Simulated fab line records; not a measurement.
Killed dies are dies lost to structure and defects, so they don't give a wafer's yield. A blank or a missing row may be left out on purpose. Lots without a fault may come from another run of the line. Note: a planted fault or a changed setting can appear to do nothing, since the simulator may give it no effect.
Split-lot study -- flow ritCmos -- on a route of 202 steps: 5 lots, 23 wafers read

== ON THE SPLIT ==
At RIT_SILICIDE_SPUTTER_01 (material Ti, target thk 30 nm, time 240 s), the setting timeS was moved away from the recipe's 240 s on 8 of the 23 wafers read, by -14.7% to -7.0%. The other wafers ran this setting at the recipe's value.

== BETWEEN THE SPLIT AND THE READING: the file shows 1 step in between ==
- RIT_SILICIDE_RS_MEAS_02: measures by four-point-probe

== THE READING ==
SILICIDE_TI_THK, in nm, at RIT_SILICIDE_THK_MEAS_03 (measures by xrf). Fault-free wafers of this fab line usually give 29.5 nm, standard deviation 0.45 nm.

wafer,"tool, chamber at the split","timeS as run, s",against the recipe,"SILICIDE_TI_THK, nm",against lot-mates on the recipe
L074.1,"pvdSputter-02, -",240,recipe,29.5,-
L074.3,"pvdSputter-02, -",240,recipe,29.1,-
L074.4,"pvdSputter-02, -",240,recipe,29.8,-
L074.5,"pvdSputter-02, -",240,recipe,29.0,-
L074.6,"pvdSputter-02, -",240,recipe,29.6,-
L075.1,"pvdSputter-01, -",218.8,-8.8%,27.3,-2.3
L075.2,"pvdSputter-01, -",240,recipe,29.5,-
L075.4,"pvdSputter-01, -",218.8,-8.8%,26.1,-3.5
L075.5,"pvdSputter-01, -",218.8,-8.8%,26.3,-3.3
L075.6,"pvdSputter-01, -",240,recipe,29.7,-
L076.3,"pvdSputter-02, -",240,recipe,30.2,-
L076.4,"pvdSputter-02, -",240,recipe,30.6,-
L076.6,"pvdSputter-02, -",240,recipe,29.6,-
L079.1,"pvdSputter-01, -",204.8,-14.7%,25.6,-4.1
L079.2,"pvdSputter-01, -",204.8,-14.7%,25.2,-4.5
L079.3,"pvdSputter-01, -",240,recipe,29.6,-
L079.5,"pvdSputter-01, -",240,recipe,29.8,-
L079.6,"pvdSputter-01, -",204.8,-14.7%,24.7,-5.0
L081.1,"pvdSputter-02, -",240,recipe,29.2,-
L081.3,"pvdSputter-02, -",223.3,-7.0%,27.8,-1.7
L081.4,"pvdSputter-02, -",240,recipe,29.6,-
L081.5,"pvdSputter-02, -",223.3,-7.0%,27.8,-1.7
L081.6,"pvdSputter-02, -",240,recipe,29.6,-

THE FIT
A straight line over all 23 wafers: SILICIDE_TI_THK changes by +0.31 nm for each +1% of timeS; r = +0.97; the points scatter about the line by 0.44 nm.
The same after taking each lot's own level away (the mean of its wafers on the recipe; 23 wafers): +0.311 nm for each +1%; r = +0.98; scatter 0.38 nm.
Per that fit: largest timeS move, reading shift of 4.6 nm.
The span of the lots' own levels, 29.40 to 30.13 nm, comes to 1.6 times the standard deviation stated above.
The two slopes agree, so the slope changes little with the lot-to-lot level.
Check: with one of the wafers moved furthest among these (-14.7%) left out of the fit, the line predicts -4.69 nm for it against its lot-mates. Against them it came out at -4.1 nm.

== THE OTHER SPLITS THESE WAFERS WENT THROUGH ==
Before the reading, these wafers also passed through other splits. Each is held against what the fit with the lots' levels taken away leaves over:
other split on the same wafers,wafers away from the commonest value,r with SILICIDE_TI_THK (lot level and that fit taken away)
RIT_PLDD_DEVELOP_05 developTimeS,9,+0.11
RIT_NSD_COAT_01 resistThkNm,6,-0.21
RIT_PSD_IMPLANT_08 energyKev,9,+0.27
RIT_SDANNEAL_CLEAN_00 timeS,15,+0.11

== THE WHOLE CHAIN: every reading that the file lists as answering this split, in the file's order ==
step,what it does,reading,change (the file's fit),r (the file's)
RIT_SILICIDE_SPUTTER_01,"material Ti, target thk 30 nm, time 240 s","Ti_of_SILICIDE_SPUTTER_01.thkNm (the simulator's own value, which no gauge read)",+0.314 nm for each +1% of the setting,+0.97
RIT_SILICIDE_RS_MEAS_02,measures by four-point-probe,SILICIDE_TI_RS,-0.735 for each +1% of the setting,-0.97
RIT_SILICIDE_THK_MEAS_03,measures by xrf,SILICIDE_TI_THK,+0.305 for each +1% of the setting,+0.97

== THE FILE'S OWN FIT ==
SILICIDE_TI_THK changes by +0.305 nm for each +1% of timeS, r = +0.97.
